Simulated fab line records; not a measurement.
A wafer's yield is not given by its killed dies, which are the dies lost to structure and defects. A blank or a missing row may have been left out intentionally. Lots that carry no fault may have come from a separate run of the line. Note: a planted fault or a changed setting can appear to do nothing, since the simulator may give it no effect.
fab line records    flow berkeleyCmos170
record lots=5  wafers=23
route steps=331 shown NWELL@18 PWELL@49 WELLDRIVE@56 ACTIVE@76 NVT@105 GATE@135 PLDD@148 NLDD@162
startH: the number of hours between the record's first day and the start of the first shown wafer of the lot    waitH: hours since the lot's step before    " the same as in the row above    L1.1+2: one row covering several wafers at once    - no value, or no start given    * or withheld: withheld    < > ~ a bound
route shown NAME@n: a module of which the file shows steps, and the number in the route of the first    usual: average and standard deviation across the fault-free wafers    same: alike in all rows    chamber/n: place in a boat    sites: the reading at each site    _std_site: the values' standard deviation    _edge_site: inner sites' mean taken away from outer sites' mean    radiusMm: for every site, how far away it sits from the centre of the wafer    mask NAME#n: copy n    behind: the most recent tool/chamber to have shaped the wafer    hold: why the lot went on hold/how many hours it stayed there/how the hold came to an end    device: names the non-switching transistor (n, p or np)    end of line: the tests these same wafers got at the end of their route    where a step has no rows: the recipe by itself    killed: the dies lost at the first sort to structure and to defects; this is not the yield of the wafer    map: a wafer's dies, marking killed ones x, the rest . and places with no die _
set.NAME: the run value of the setting; set.NAME@STEP: its run value at that earlier step    model.NAME: the simulator's own value behind a step, which no gauge read
one table per step and one row per wafer, for lots whose settings were changed on purpose
## steps
# step UCB170_NWELL_CVD_04
# recipe material=Si3N4  targetThkNm=224  tempC=800  precursor=SiH2Cl2/NH3  timeS=3360  pressureMtorr=200  sih2cl2FlowSccm=25  nh3FlowSccm=75
lot.wafer  tool      chamber  startH  waitH  set.timeS  model.Si3N4_of_NWELL_CVD_04.thkNm
L074.1     -         -        -       0.0    3676       243.7
L074.2     "         -        "       "      3676       243.2
L074.4     "         -        "       "      3676       240.9
L074.5     "         -        "       "      3676       243.3
L074.6     "         -        "       "      3676       242
L075.1     -         -        -       0.0    3168       212.2
L075.2     "         -        "       "      3168       210.2
L075.4     "         -        "       "      3168       211.8
L075.5     "         -        "       "      3168       212
L075.6     "         -        "       "      3168       212.9
L077.1     -         -        -       0.0    2857       189.3
L077.2     "         -        "       "      2857       189.9
L077.3     "         -        "       "      2857       189.4
L077.4     "         -        "       "      2857       191.6
L077.5     "         -        "       "      2857       187.9
L078.1     lpcvd-01  0        51.81   0.8    3360       222.5
L078.3     "         0        "       "      3360       221.3
L078.6     "         0        "       "      3360       222.4
L079.2     -         -        -       0.8    3360       226.7
L079.3     "         -        "       "      3360       226.8
L079.4     "         -        "       "      3360       225.2
L079.5     "         -        "       "      3360       224.5
L079.6     "         -        "       "      3360       225.9
# step UCB170_NWELL_THK_MEAS_05
# recipe reads=Si3N4_of_NWELL_CVD_04
# usual NWELL_NITRIDE_THK=224.8/2.4
lot.wafer  tool          chamber  startH  waitH  set.timeS@NWELL_CVD_04  NWELL_NITRIDE_THK[nm]
L074.1     filmMetro-03  -        -       -      3676                    243.6
L074.2     "             -        "       "      3676                    243.2
L074.4     "             -        "       "      3676                    240.9
L074.5     "             -        "       "      3676                    243.4
L074.6     "             -        "       "      3676                    242.2
L075.1     filmMetro-02  -        -       -      3168                    212.0
L075.2     "             -        "       "      3168                    210.2
L075.4     "             -        "       "      3168                    212.0
L075.5     "             -        "       "      3168                    211.9
L075.6     "             -        "       "      3168                    212.9
L077.1     filmMetro-03  -        -       -      2857                    189.1
L077.2     "             -        "       "      2857                    189.6
L077.3     "             -        "       "      2857                    189.5
L077.4     "             -        "       "      2857                    191.7
L077.5     "             -        "       "      2857                    188.1
L078.1     filmMetro-02  -        53.74   0.0    3360                    222.4
L078.3     "             -        "       "      3360                    221.3
L078.6     "             -        "       "      3360                    222.3
L079.2     filmMetro-03  -        -       -      3360                    226.7
L079.3     "             -        "       "      3360                    226.6
L079.4     "             -        "       "      3360                    225.3
L079.5     "             -        "       "      3360                    224.4
L079.6     "             -        "       "      3360                    225.9
# step UCB170_NWELL_ETCH_13
# recipe chemistry=CH3F/Ar/O2  target=Si3N4  stopOn=SiO2  CH3F_flow_sccm=20  Ar_flow_sccm=50  O2_flow_sccm=7  pressureMtorr=50  rfW=450  targetDepthA=2464  overEtchFrac=0.1  timeS=154
# usual oesProductAu=0.944/0.011
lot.wafer  tool        chamber  startH  waitH  set.overEtchFrac  set.timeS@NWELL_CVD_04  oesProductAu  model.etch.depthNm
L074.1     rieDiel-04  1        29.16   0.0    0.1               3676                    0.966         -
L074.2     "           3        "       "      0.07401           3676                    0.995         -
L074.4     "           0        "       "      0.07401           3676                    1.001         -
L074.5     "           1        "       "      0.07401           3676                    0.970         238.1
L074.6     "           3        "       "      0.1               3676                    0.997         -
L075.1     rieDiel-02  3        35.79   0.0    0.1               3168                    0.902         212.2
L075.2     "           2        "       "      0.1               3168                    0.901         -
L075.4     "           0        "       "      0.1               3168                    0.913         211.8
L075.5     "           2        "       "      0.1               3168                    0.901         212
L075.6     "           3        "       "      0.1               3168                    0.911         -
L077.1     rieDiel-03  0        47.25   0.0    0.1123            2857                    0.861         -
L077.2     "           2        "       "      0.1               2857                    0.869         -
L077.3     "           3        "       "      0.1               2857                    0.842         189.4
L077.4     "           2        "       "      0.1123            2857                    0.872         191.6
L077.5     "           3        "       "      0.1123            2857                    0.838         -
L078.1     rieDiel-03  2        54.68   0.0    0.1               3360                    0.949         222.5
L078.3     "           0        "       "      0.1               3360                    0.942         221.3
L078.6     "           0        "       "      0.1               3360                    0.944         222.4
L079.2     rieDiel-02  0        54.96   0.0    0.1               3360                    0.943         -
L079.3     "           2        "       "      0.07316           3360                    0.951         -
L079.4     "           3        "       "      0.07316           3360                    0.954         -
L079.5     "           3        "       "      0.1               3360                    0.938         -
L079.6     "           0        "       "      0.1               3360                    0.943         -
# step UCB170_PWELL_IMPLANT_15
# recipe species=B  doseCm2=5e+12  energyKev=60  tiltDeg=7
lot.wafer       tool          chamber  startH  waitH  set.energyKev  model.implant.rpNm  model.implant.drpNm
L074.1+2+4+5+6  implanter-02  0        45.65   0.1    60             189                 64.7
L075.1+4        implanter-01  0        53.50   0.1    60             189.2               64.7
L075.2+5+6      "             0        "       "      62.69          199.8               66.21
L077.1+3+5      implanter-02  0        63.87   0.1    60             187.1               64.7
L077.2+4        "             0        "       "      63.19          200                 66.48
L078.1+3+6      implanter-01  0        71.99   0.1    60             186.3               64.7
L079.2+4+5      implanter-02  0        72.29   0.1    60             190.7               64.7
L079.3+6        "             0        "       "      58.02          184.9               63.55
# step UCB170_WELLDRIVE_OXIDATION_01
# recipe tempC=1100  ambient=O2  targetThkA=1990  oxTimeS=9000
lot.wafer  tool        chamber  startH  waitH  set.oxTimeS  model.SiO2_of_WELLDRIVE_OXIDATION_01.thkNm
L074.1     -           -        -       3.0    9000         196.7
L074.2     "           -        "       "      9000         201.6
L074.4     "           -        "       "      9000         198.5
L074.5     "           -        "       "      9000         202.1
L074.6     "           -        "       "      9000         203.6
L075.1     -           -        -       2.1    9000         197.6
L075.2     "           -        "       "      9000         195.5
L075.4     "           -        "       "      9000         197.8
L075.5     "           -        "       "      9000         196.2
L075.6     "           -        "       "      9000         197.7
L077.1     -           -        -       2.5    7661         178.1
L077.2     "           -        "       "      7661         182.6
L077.3     "           -        "       "      7661         183.2
L077.4     "           -        "       "      7661         184.2
L077.5     "           -        "       "      7661         184.4
L078.1     furnace-03  0        77.29   0.3    9000         199.3
L078.3     "           0        "       "      9000         198.1
L078.6     "           0        "       "      9000         198.2
L079.2+6   -           -        -       0.3    9664         208
L079.3     "           -        "       "      9664         210.1
L079.4     "           -        "       "      9664         208.4
L079.5     "           -        "       "      9664         206.2
# step UCB170_WELLDRIVE_THK_MEAS_02
# recipe reads=SiO2_of_WELLDRIVE_OXIDATION_01
# usual WELLDRIVE_OXIDE_THK=199.5/2.2
lot.wafer  tool          chamber  startH  waitH  set.oxTimeS@WELLDRIVE_OXIDATION_01  WELLDRIVE_OXIDE_THK[nm]
L074.1     filmMetro-02  -        -       -      9000                                196.6
L074.2     "             -        "       "      9000                                201.5
L074.4     "             -        "       "      9000                                198.4
L074.5     "             -        "       "      9000                                202.1
L074.6     "             -        "       "      9000                                203.6
L075.1     filmMetro-01  -        -       -      9000                                197.7
L075.2     "             -        "       "      9000                                195.6
L075.4     "             -        "       "      9000                                197.8
L075.5     "             -        "       "      9000                                196.1
L075.6     "             -        "       "      9000                                197.8
L077.1     filmMetro-01  -        -       -      7661                                178.0
L077.2     "             -        "       "      7661                                182.7
L077.3     "             -        "       "      7661                                183.2
L077.4     "             -        "       "      7661                                184.2
L077.5     "             -        "       "      7661                                184.2
L078.1     filmMetro-04  -        80.83   0.0    9000                                199.0
L078.3     "             -        "       "      9000                                198.1
L078.6     "             -        "       "      9000                                198.2
L079.2     filmMetro-02  -        -       -      9664                                208.0
L079.3     "             -        "       "      9664                                210.1
L079.4     "             -        "       "      9664                                208.5
L079.5     "             -        "       "      9664                                206.2
L079.6     "             -        "       "      9664                                208.0
# step UCB170_ACTIVE_STRIP_16
# recipe chemistry=O2  powerW=400  pressureMtorr=3500  platenTempC=withheld  o2FlowSccm=400  overashFraction=0.5
# usual oesProductAu=0.720/0.0039  stripTimeToEndpointS=18.08/0.089
lot.wafer  tool            chamber  startH  waitH  set.powerW  oesProductAu  stripTimeToEndpointS
L074.1     plasmaAsher-03  0        74.99   0.1    400         0.717         18.12
L074.2     "               1        "       "      400         0.717         17.96
L074.4     "               1        "       "      400         0.721         18.09
L074.5     "               0        "       "      400         0.721         18.04
L074.6     "               1        "       "      400         0.719         17.99
L075.1     plasmaAsher-04  0        82.81   0.1    400         0.723         17.94
L075.2     "               1        "       "      400         0.712         18.00
L075.4     "               0        "       "      400         0.717         18.14
L075.5     "               0        "       "      400         0.718         18.19
L075.6     "               1        "       "      400         0.724         18.02
L077.1     plasmaAsher-02  1        88.68   0.1    426.2       0.746         17.17
L077.2     "               0        "       "      400         0.721         17.99
L077.3     "               1        "       "      426.2       0.752         17.24
L077.4     "               0        "       "      426.2       0.747         17.22
L077.5     "               0        "       "      400         0.709         17.86
L078.1     plasmaAsher-03  1        95.95   0.1    400         0.719         18.09
L078.3     "               0        "       "      400         0.723         18.13
L078.6     "               0        "       "      400         0.724         18.06
L079.2     plasmaAsher-02  0        95.95   0.1    434.8       0.743         17.08
L079.3     "               1        "       "      400         0.715         18.14
L079.4     "               0        "       "      400         0.723         18.06
L079.5     "               1        "       "      434.8       0.753         16.98
L079.6     "               0        "       "      400         0.721         18.11
# step UCB170_NVT_COAT_01
# recipe resist=KrF  spinRpm=1500  resistThkNm=900
lot.wafer  tool           chamber  startH  waitH  set.spinRpm  model.KrF_of_NVT_COAT_01.thkNm
L074.1     lithoTrack-04  0        109.49  0.1    1500         904.1
L074.2     "              0        "       "      1500         903.9
L074.4     "              0        "       "      1428         922.5
L074.5     "              0        "       "      1428         926.1
L074.6     "              0        "       "      1500         902.9
L075.1     lithoTrack-04  0        110.86  0.1    1398         928.5
L075.2     "              0        "       "      1500         900.4
L075.4     "              0        "       "      1500         900.3
L075.5     "              0        "       "      1500         900.1
L075.6     "              0        "       "      1398         931.6
L077.1     lithoTrack-04  0        117.85  0.1    1500         899.2
L077.2     "              0        "       "      1500         899.7
L077.3     "              0        "       "      1500         897.3
L077.4     "              0        "       "      1500         897.5
L077.5     "              0        "       "      1500         899.1
L079.2     lithoTrack-01  0        125.40  0.1    1423         922.2
L079.3     "              0        "       "      1423         923.5
L079.4     "              0        "       "      1500         897.8
L079.5     "              0        "       "      1500         898.3
L079.6     "              0        "       "      1500         901
L078.1     lithoTrack-02  0        125.47  0.1    1500         900.6
L078.3     "              0        "       "      1500         899.4
L078.6     "              0        "       "      1500         900.7
# step UCB170_NVT_IMPLANT_07
# recipe species=BF2  doseCm2=3e+12  energyKev=50  tiltDeg=7
lot.wafer       tool          chamber  startH  waitH  set.doseCm2
L074.1+4        implanter-01  0        110.21  0.0    3.201e+12
L074.2+5+6      "             0        "       "      3e+12
L075.1+2+4+5+6  implanter-01  0        113.37  0.0    3e+12
L077.1+5        implanter-01  0        118.58  0.0    3.133e+12
L077.2+3+4      "             0        "       "      3e+12
L079.2+3+4+5+6  implanter-02  0        126.46  0.0    3e+12
L078.1+3+6      implanter-01  0        126.63  0.0    3e+12
# step UCB170_NVT_STRIP_08
# recipe chemistry=O2  powerW=400  pressureMtorr=3500  platenTempC=withheld  o2FlowSccm=400  overashFraction=0.5
# usual stripTimeToEndpointS=21.62/0.053
lot.wafer  tool            chamber  startH  waitH  set.spinRpm@NVT_COAT_01  stripTimeToEndpointS
L074.1     plasmaAsher-03  1        110.36  0.1    1500                     21.73
L074.2     "               0        "       "      1500                     21.72
L074.4     "               0        "       "      1428                     22.18
L074.5     "               0        "       "      1428                     22.24
L074.6     "               1        "       "      1500                     21.69
L075.1     plasmaAsher-03  1        113.52  0.1    1398                     22.30
L075.2     "               0        "       "      1500                     21.64
L075.4     "               0        "       "      1500                     21.64
L075.5     "               1        "       "      1500                     21.62
L075.6     "               0        "       "      1398                     22.39
L077.1     plasmaAsher-04  0        118.73  0.1    1500                     21.62
L077.2     "               1        "       "      1500                     21.63
L077.3     "               0        "       "      1500                     21.56
L077.4     "               1        "       "      1500                     21.56
L077.5     "               1        "       "      1500                     21.60
L079.2     plasmaAsher-03  1        126.58  0.1    1423                     22.15
L079.3     "               1        "       "      1423                     22.19
L079.4     "               0        "       "      1500                     21.57
L079.5     "               1        "       "      1500                     21.58
L079.6     "               0        "       "      1500                     21.65
L078.1     plasmaAsher-04  1        126.78  0.1    1500                     21.66
L078.3     "               0        "       "      1500                     21.61
L078.6     "               1        "       "      1500                     21.64
# step UCB170_GATE_EXPOSE_09
# recipe maskId=POLY  targetCdNm=350  na=0.5  sigmaOuter=0.6  sourceShape=conventional  doseMj=21
lot.wafer       tool           chamber  startH  waitH  mask    set.doseMj
L074.1+2+4+5+6  krfScanner-01  0        125.33  -      POLY#0  21
L075.1+2+6      krfScanner-01  0        129.06  -      POLY#0  22.33
L075.4+5        "              0        "       "      POLY#0  21
L077.1+4+5      krfScanner-02  0        137.91  -      POLY#0  21
L077.2+3        "              0        "       "      POLY#0  21.8
L079.2+6        krfScanner-01  0        138.17  -      POLY#0  19.58
L079.3+4+5      "              0        "       "      POLY#0  21
L078.1+3+6      krfScanner-02  0        138.39  -      POLY#0  21
# step UCB170_GATE_DEVELOP_11
# recipe developer=TMAH  developTimeS=45  resist=KrF  devTempC=21
lot.wafer   tool           chamber  startH  waitH  set.developTimeS
L074.1+4+5  lithoTrack-02  0        -       -      49.92
L074.2+6    "              0        "       "      45
L075.1+2+5  lithoTrack-03  0        -       -      45
L075.4+6    "              0        "       "      50.04
L077.1+2+3  lithoTrack-03  0        -       -      45
L077.4+5    "              0        "       "      40.19
L079.2+4+6  lithoTrack-03  0        -       -      46.96
L079.3+5    "              0        "       "      45
L078.1+3+6  lithoTrack-03  0        -       -      45
# step UCB170_GATE_CD_MEAS_12
# recipe targetCdNm=350
# usual cdNm=350.0/1.5
lot.wafer  tool      chamber  startH  waitH  set.doseMj@GATE_EXPOSE_09  cdNm
L074.1     cdSem-01  -        126.32  -      21                         348.5
L074.2     "         -        "       "      21                         349.8
L074.4     "         -        "       "      21                         348.9
L074.5     "         -        "       "      21                         349.3
L074.6     "         -        "       "      21                         347.8
L075.1     cdSem-01  -        129.45  -      22.33                      341.1
L075.2     "         -        "       "      22.33                      340.5
L075.4     "         -        "       "      21                         352.0
L075.5     "         -        "       "      21                         352.1
L075.6     "         -        "       "      22.33                      339.8
L077.1     cdSem-01  -        138.64  -      21                         345.8
L077.2     "         -        "       "      21.8                       341.4
L077.3     "         -        "       "      21.8                       341.6
L077.4     "         -        "       "      21                         349.0
L077.5     "         -        "       "      21                         349.8
L079.2     cdSem-01  -        138.93  -      19.58                      360.3
L079.3     "         -        "       "      21                         348.4
L079.4     "         -        "       "      21                         348.3
L079.5     "         -        "       "      21                         349.4
L079.6     "         -        "       "      19.58                      360.6
L078.1     cdSem-02  -        139.24  -      21                         350.0
L078.3     "         -        "       "      21                         349.8
L078.6     "         -        "       "      21                         350.1
# step UCB170_GATE_ETCH_14
# recipe chemistry=N2/H2  targetDepthA=withheld  overetchA=withheld  target=BARC  timeS=withheld  sourceW=500  biasW=100  pressureMtorr=30  n2FlowSccm=100  h2FlowSccm=200
# step UCB170_GATE_ETCH_15
# recipe chemistry=HBr/Cl2  target=poly-Si  stopOn=SiO2  overEtchFrac=0.3  icpW=300  biasW=150  timeS=56.3  pressureMtorr=15  HBr_flow_sccm=150  Cl2_flow_sccm=50  targetDepthA=2782
lot.wafer  tool      chamber  startH  waitH  set.doseMj@GATE_EXPOSE_09  model.GATE.cdNm
L074.1     rieSi-01  0        126.52  -      21                         347.1
L074.2     "         2        "       "      21                         349.9
L074.4     "         1        "       "      21                         349.1
L074.5     "         2        "       "      21                         347.9
L074.6     "         3        "       "      21                         348.3
L075.1     rieSi-02  0        129.65  -      22.33                      341.1
L075.2     "         2        "       "      22.33                      341.2
L075.4     "         1        "       "      21                         351.5
L075.5     "         1        "       "      21                         351.8
L075.6     "         0        "       "      22.33                      339.6
L077.1     rieSi-01  3        138.84  -      21                         346.2
L077.2     "         1        "       "      21.8                       341.8
L077.3     "         0        "       "      21.8                       341.7
L077.4     "         2        "       "      21                         348.6
L077.5     "         1        "       "      21                         349.3
L079.2     rieSi-02  2        139.11  -      19.58                      361
L079.3     "         0        "       "      21                         348.2
L079.4     "         1        "       "      21                         348.4
L079.5     "         0        "       "      21                         349.2
L079.6     "         3        "       "      19.58                      361.3
L078.1     rieSi-01  0        139.44  -      21                         350.5
L078.3     "         1        "       "      21                         349.6
L078.6     "         1        "       "      21                         350.2
# step UCB170_GATE_STRIP_16
# recipe chemistry=O2  powerW=400  pressureMtorr=3500  platenTempC=withheld  o2FlowSccm=400  overashFraction=0.5
# step UCB170_GATE_CD_MEAS_90
# recipe targetCdNm=350
# usual cdNm=350.1/1.5
lot.wafer  tool      chamber  startH  waitH  set.doseMj@GATE_EXPOSE_09  cdNm
L074.1     cdSem-01  -        126.67  0.1    21                         347.1
L074.2     "         -        "       "      21                         350.1
L074.4     "         -        "       "      21                         349.2
L074.5     "         -        "       "      21                         348.0
L074.6     "         -        "       "      21                         348.1
L075.1     cdSem-02  -        129.80  0.1    22.33                      341.0
L075.2     "         -        "       "      22.33                      341.3
L075.4     "         -        "       "      21                         351.5
L075.5     "         -        "       "      21                         351.6
L075.6     "         -        "       "      22.33                      339.6
L077.1     cdSem-02  -        138.99  0.1    21                         346.3
L077.2     "         -        "       "      21.8                       341.4
L077.3     "         -        "       "      21.8                       341.8
L077.4     "         -        "       "      21                         348.3
L077.5     "         -        "       "      21                         349.3
L079.2     cdSem-01  -        139.33  0.1    19.58                      360.7
L079.3     "         -        "       "      21                         348.3
L079.4     "         -        "       "      21                         348.6
L079.5     "         -        "       "      21                         349.7
L079.6     "         -        "       "      19.58                      361.6
L078.1     cdSem-02  -        139.59  0.1    21                         350.7
L078.3     "         -        "       "      21                         349.5
L078.6     "         -        "       "      21                         350.2
# step UCB170_PLDD_EXPOSE_03
# recipe maskId=PSELECT  na=0.5  sigmaOuter=0.6  sourceShape=conventional  targetCdNm=1200  doseMj=30
lot.wafer       tool           chamber  startH  waitH  mask       set.doseMj
L074.1+6        krfScanner-01  0        127.46  0.1    PSELECT#0  32.24
L074.2+4+5      "              0        "       "      PSELECT#0  30
L075.1+5+6      krfScanner-02  0        130.67  0.2    PSELECT#0  30
L075.2+4        "              0        "       "      PSELECT#0  29.11
L077.1+2+3+4+5  krfScanner-02  0        139.91  0.1    PSELECT#0  30
L079.2+5+6      krfScanner-01  0        140.51  0.2    PSELECT#0  30.99
L079.3+4        "              0        "       "      PSELECT#0  30
L078.1+3+6      krfScanner-01  0        140.61  0.3    PSELECT#0  30
# step UCB170_PLDD_PEB_04
# recipe pebTempC=130  pebTimeS=withheld  resist=KrF
# step UCB170_PLDD_DEVELOP_05
# recipe developer=TMAH  developTimeS=45  resist=KrF  devTempC=21
# step UCB170_PLDD_CD_MEAS_06
# recipe targetCdNm=1200
# usual cdNm=1200.5/1.5
lot.wafer  tool      chamber  startH  waitH  set.doseMj@PLDD_EXPOSE_03  cdNm
L074.1     cdSem-01  -        127.85  -      32.24                      1215.3
L074.2     "         -        "       "      30                         1202.8
L074.4     "         -        "       "      30                         1202.7
L074.5     "         -        "       "      30                         1201.8
L074.6     "         -        "       "      32.24                      1217.0
L075.1     cdSem-02  -        131.19  -      30                         1203.2
L075.2     "         -        "       "      29.11                      1196.9
L075.4     "         -        "       "      29.11                      1196.6
L075.5     "         -        "       "      30                         1202.5
L075.6     "         -        "       "      30                         1202.4
L077.1     cdSem-02  -        140.68  -      30                         1199.7
L077.2     "         -        "       "      30                         1200.6
L077.3     "         -        "       "      30                         1200.4
L077.4     "         -        "       "      30                         1200.7
L077.5     "         -        "       "      30                         1199.6
L079.2     cdSem-02  -        141.04  -      30.99                      1205.8
L079.3     "         -        "       "      30                         1198.2
L079.4     "         -        "       "      30                         1200.4
L079.5     "         -        "       "      30.99                      1206.8
L079.6     "         -        "       "      30.99                      1206.1
L078.1     cdSem-02  -        141.29  -      30                         1199.4
L078.3     "         -        "       "      30                         1201.2
L078.6     "         -        "       "      30                         1199.4
# step UCB170_NLDD_PEB_04
# recipe pebTempC=130  pebTimeS=withheld  resist=KrF
lot.wafer       tool           chamber  startH  waitH  set.pebTempC
L074.1+2+6      lithoTrack-02  0        129.51  0.4    128.2
L074.4+5        "              0        "       "      130
L075.1+5        lithoTrack-02  0        132.97  0.2    131.4
L075.2+4+6      "              0        "       "      130
L077.1+4        lithoTrack-04  0        142.92  0.5    130
L077.2+3+5      "              0        "       "      132.7
L079.2+3+4+5+6  lithoTrack-01  0        143.04  0.3    130
L078.1+3+6      lithoTrack-01  0        143.29  0.2    130
# step UCB170_NLDD_DEVELOP_05
# recipe developer=TMAH  developTimeS=45  resist=KrF  devTempC=21
# step UCB170_NLDD_CD_MEAS_06
# recipe targetCdNm=1200
# usual cdNm=1199.6/1.2
lot.wafer  tool      chamber  startH  waitH  set.pebTempC@NLDD_PEB_04  cdNm
L074.1     cdSem-01  -        129.79  -      128.2                     1188.1
L074.2     "         -        "       "      128.2                     1187.9
L074.4     "         -        "       "      130                       1200.6
L074.5     "         -        "       "      130                       1201.1
L074.6     "         -        "       "      128.2                     1186.5
L075.1     cdSem-02  -        133.25  -      131.4                     1208.3
L075.2     "         -        "       "      130                       1198.1
L075.4     "         -        "       "      130                       1199.7
L075.5     "         -        "       "      131.4                     1207.5
L075.6     "         -        "       "      130                       1199.0
L077.1     cdSem-02  -        143.19  -      130                       1198.8
L077.2     "         -        "       "      132.7                     1215.1
L077.3     "         -        "       "      132.7                     1216.4
L077.4     "         -        "       "      130                       1199.7
L077.5     "         -        "       "      132.7                     1215.7
L079.2     cdSem-01  -        143.31  -      130                       1198.0
L079.3     "         -        "       "      130                       1196.9
L079.4     "         -        "       "      130                       1197.1
L079.5     "         -        "       "      130                       1197.4
L079.6     "         -        "       "      130                       1197.0
L078.1     cdSem-02  -        143.57  -      130                       1199.0
L078.3     "         -        "       "      130                       1198.8
L078.6     "         -        "       "      130                       1199.8
# step UCB170_NLDD_IMPLANT_09
# recipe species=As  doseCm2=5e+13  energyKev=30  tiltDeg=7  rotationDeg=180
lot.wafer       tool          chamber  startH  waitH  set.doseCm2
L074.1+4+6      implanter-04  0        130.09  0.1    4.858e+13
L074.2+5        "             0        "       "      5e+13
L075.1+2+4      implanter-03  0        133.55  0.1    5e+13
L075.5+6        "             0        "       "      4.695e+13
L077.1+2+3+4+5  implanter-04  0        143.51  0.1    5e+13
L079.2+3+5      implanter-03  0        143.65  0.1    5.266e+13
L079.4+6        "             0        "       "      5e+13
L078.1+3+6      implanter-04  0        143.87  0.1    5e+13
## key
split step=UCB170_NWELL_CVD_04  setting=timeS  stated=3360  by=lot
response step=UCB170_NWELL_CVD_04  reading=model.Si3N4_of_NWELL_CVD_04.thkNm  change=+2.18  per=1%  r=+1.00
response step=UCB170_NWELL_THK_MEAS_05  reading=NWELL_NITRIDE_THK  change=+2.18  per=1%  r=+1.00
response step=UCB170_NWELL_ETCH_13  reading=oesProductAu  change=+0.00544  per=1%  r=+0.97
response step=UCB170_NWELL_ETCH_13  reading=model.etch.depthNm  change=+1.98  per=1%  r=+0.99
split step=UCB170_NWELL_ETCH_13  setting=overEtchFrac  stated=0.1  by=wafer
response none clear
split step=UCB170_PWELL_IMPLANT_15  setting=energyKev  stated=60  by=wafer
response step=UCB170_PWELL_IMPLANT_15  reading=model.implant.rpNm  change=+2.28  per=1%  r=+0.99
response step=UCB170_PWELL_IMPLANT_15  reading=model.implant.drpNm  change=+0.338  per=1%  r=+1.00
split step=UCB170_WELLDRIVE_OXIDATION_01  setting=oxTimeS  stated=9000  by=lot
response step=UCB170_WELLDRIVE_OXIDATION_01  reading=model.SiO2_of_WELLDRIVE_OXIDATION_01.thkNm  change=+1.14  per=1%  r=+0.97
response step=UCB170_WELLDRIVE_THK_MEAS_02  reading=WELLDRIVE_OXIDE_THK  change=+1.14  per=1%  r=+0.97
split step=UCB170_ACTIVE_STRIP_16  setting=powerW  stated=400  by=wafer
response step=UCB170_ACTIVE_STRIP_16  reading=oesProductAu  change=+0.00394  per=1%  r=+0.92
response step=UCB170_ACTIVE_STRIP_16  reading=stripTimeToEndpointS  change=*  per=1%  r=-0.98
split step=UCB170_NVT_COAT_01  setting=spinRpm  stated=1500  by=wafer
response step=UCB170_NVT_COAT_01  reading=model.KrF_of_NVT_COAT_01.thkNm  change=-4.43  per=1%  r=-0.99
response step=UCB170_NVT_STRIP_08  reading=stripTimeToEndpointS  change=*  per=1%  r=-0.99
split step=UCB170_NVT_IMPLANT_07  setting=doseCm2  stated=3e+12  by=wafer
response none clear
split step=UCB170_GATE_EXPOSE_09  setting=doseMj  stated=21  by=wafer
response step=UCB170_GATE_CD_MEAS_12  reading=cdNm  change=-1.78  per=1%  r=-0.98
response step=UCB170_GATE_ETCH_15  reading=model.GATE.cdNm  change=-1.78  per=1%  r=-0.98
response step=UCB170_GATE_CD_MEAS_90  reading=cdNm  change=-1.76  per=1%  r=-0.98
split step=UCB170_GATE_DEVELOP_11  setting=developTimeS  stated=45  by=wafer
response none clear
split step=UCB170_PLDD_EXPOSE_03  setting=doseMj  stated=30  by=wafer
response step=UCB170_PLDD_CD_MEAS_06  reading=cdNm  change=+1.89  per=1%  r=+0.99
split step=UCB170_NLDD_PEB_04  setting=pebTempC  stated=130  by=wafer
response step=UCB170_NLDD_CD_MEAS_06  reading=cdNm  change=+8.45  per=1%  r=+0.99
split step=UCB170_NLDD_IMPLANT_09  setting=doseCm2  stated=5e+13  by=wafer
response none in this file
